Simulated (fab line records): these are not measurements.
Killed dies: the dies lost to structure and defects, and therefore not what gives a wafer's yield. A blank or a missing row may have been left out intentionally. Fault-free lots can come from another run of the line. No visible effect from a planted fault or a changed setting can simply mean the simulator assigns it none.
Code-filled problem report in 8D (eight disciplines) form -- flow rit cmos -- the parts of the form that need people (team, actions taken, sign-off) are left out

## 1. PROBLEM STATEMENT
ramp down c per s at RIT_SDANNEAL_RTA_03 reads a mean of 34.20 on 6 wafers of 2 lots; wafers without a fault read 171.00 with a standard deviation of 0.032. So: -99 or more standard deviations from the usual mean.
The step: time 5 s.
Earliest sighting: wafer L317.2 on rtp anneal-02 at day 4 07:48. The record has a number at this step for 42 wafers belonging to 14 lots. By rule, "out" or "out of limits" means more than 4 standard deviations away from the usual mean. The rest of the wafers with a number are treated as sound.

## 2. WHAT IT IS, AND WHAT IT ISN'T
question,is,is not
which readings at this step,ramp down c per s,wafer_temp_C_max
which lots,"L317, L319","L311, L313, L314, L315, L318, L324, L326, L328, L329, L331, L332, L334"
which wafers of those lots,all that have a number,-
read on which tools,rtp anneal-02,rtp anneal-01
when,from day 4 07:48,"up to then (12 sound wafers); but 24 sound wafers of L318, L324, L326, L328, L329, L331, L332, L334 came after"

## 3. SUSPECTS, AND WHAT RULES EACH OUT
Counting: a tool at a process step up to the reading stays a suspect if it ran every lot that is out and no sound lot after the first of them.
- rtp anneal-02 at RIT_SDANNEAL_RTA_03 (time 5 s): ruled out as a lasting fault. The sound lots L332, L334 went through it after L317, its earliest lot that is out (day 4 07:48).
Left after counting: nothing in the record.

## 4. THE CAUSE (what the simulator had put in)
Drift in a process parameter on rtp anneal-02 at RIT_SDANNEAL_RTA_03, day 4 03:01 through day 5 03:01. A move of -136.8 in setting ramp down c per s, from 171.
Counting ruled it out, wrongly.

## 5. THE CHAIN OF EFFECTS, in route order
Each row: a reading whose mean over the struck wafers that have a number lies more than 3 standard deviations from the usual. Only readings whose record carries a usual standard deviation are examined. hours: median over the lots of the time between each lot's start at the first step of this table that gives one and its start at this step. sigmas: the change, counted in usual standard deviations.
hours,step,reading,usual,on struck wafers,change,sigmas
0,RIT_SDANNEAL_RTA_03,ramp down c per s,171.00,34.20,-136.80,-99 or more
The process steps in it:
- RIT_SDANNEAL_RTA_03: time 5 s.
At these later measuring or inspecting steps, every struck wafer for which the step has a row has a number for every such reading, and none has moved that far: RIT_CONTACT_THK_MEAS_01.

## 6. WHAT WOULD HAVE CAUGHT IT SOONER
First out-of-limits reading in this record: day 4 07:48, which is 5 hours after fault onset at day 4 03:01.
